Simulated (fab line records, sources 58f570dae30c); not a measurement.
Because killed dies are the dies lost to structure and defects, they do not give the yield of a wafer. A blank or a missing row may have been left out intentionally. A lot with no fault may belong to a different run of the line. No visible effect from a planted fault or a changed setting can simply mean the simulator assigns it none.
Which of the tools did it?    flow berkeley_cmos170    7 lots with 21 wafers sampled at 3 steps, on a route of 331 steps

== WHAT EACH GAUGE READ, for each wafer ==
UCB170_M3_OVL_MEAS_16.
lot   measured      on          M3_OVL (nm)
L915  day 9 09:47   overlay-02  -9 1 3
L917  day 9 10:23   overlay-02  4 -6 -1
L920  day 10 07:37  overlay-02  4 -7 5
L924  day 10 06:20  overlay-02  -9 -7 -7
L926  day 10 20:53  overlay-02  0 -2 4
L929  day 11 09:20  overlay-01  3 9 -1
L931  day 11 21:46  overlay-02  -6 -9 0

== WHAT TOOL EACH LOT RAN ON (gives the tool, then ch and the chambers of the sampled wafers, and finally the start) ==
lot   UCB170_NWELL_STRIP_15                UCB170_M1_METAL_ETCH_12
L915  plasma_asher-03 ch 0,1, day 3 06:46  rie_metal-01 ch 0,1, day 8 20:08
L917  plasma_asher-03 ch 0,1, day 3 17:13  rie_metal-03 ch 0,1, day 8 19:10
L920  plasma_asher-04 ch 0,1, day 4 07:26  rie_metal-01 ch 1, day 9 14:47
L924  plasma_asher-01 ch 0,1, day 4 23:56  rie_metal-04 ch 0,1, day 9 11:17
L926  plasma_asher-01 ch 1, day 5 12:52    rie_metal-04 ch 1, day 10 06:47
L929  plasma_asher-04 ch 0,1, day 5 22:56  rie_metal-03 ch 0,1, day 10 18:20
L931  plasma_asher-04 ch 0,1, day 6 13:08  rie_metal-03 ch 0,1, day 11 04:53
- UCB170_NWELL_STRIP_15: strips in O2.
- UCB170_M1_METAL_ETCH_12: etches Al in Cl2/BCl3, stops on PSG, target depth 780 nm, time 130 s.

== THE ANSWER, worked out from the rows above alone ==
Rule: the lots themselves supply what counts as usual. Put in order of their means at a reading, lots are off if they are a third of the lots or fewer, leave a main group of 4 or more, and stand apart from it by a gap of 3 or more times the standard deviation of the main group's means; of several such gaps the widest counts. A main group is skipped when, at the precision printed for the reading in the tables above, its means are all equal. Also off: a lot with no number at a reading for which 4 or more lots have one. The other lots that the step has rows for count as sound.
No lot is off on any of the readings shown, so nothing can be concluded from this.

== WHAT THE SIMULATOR HAD INSERTED ==
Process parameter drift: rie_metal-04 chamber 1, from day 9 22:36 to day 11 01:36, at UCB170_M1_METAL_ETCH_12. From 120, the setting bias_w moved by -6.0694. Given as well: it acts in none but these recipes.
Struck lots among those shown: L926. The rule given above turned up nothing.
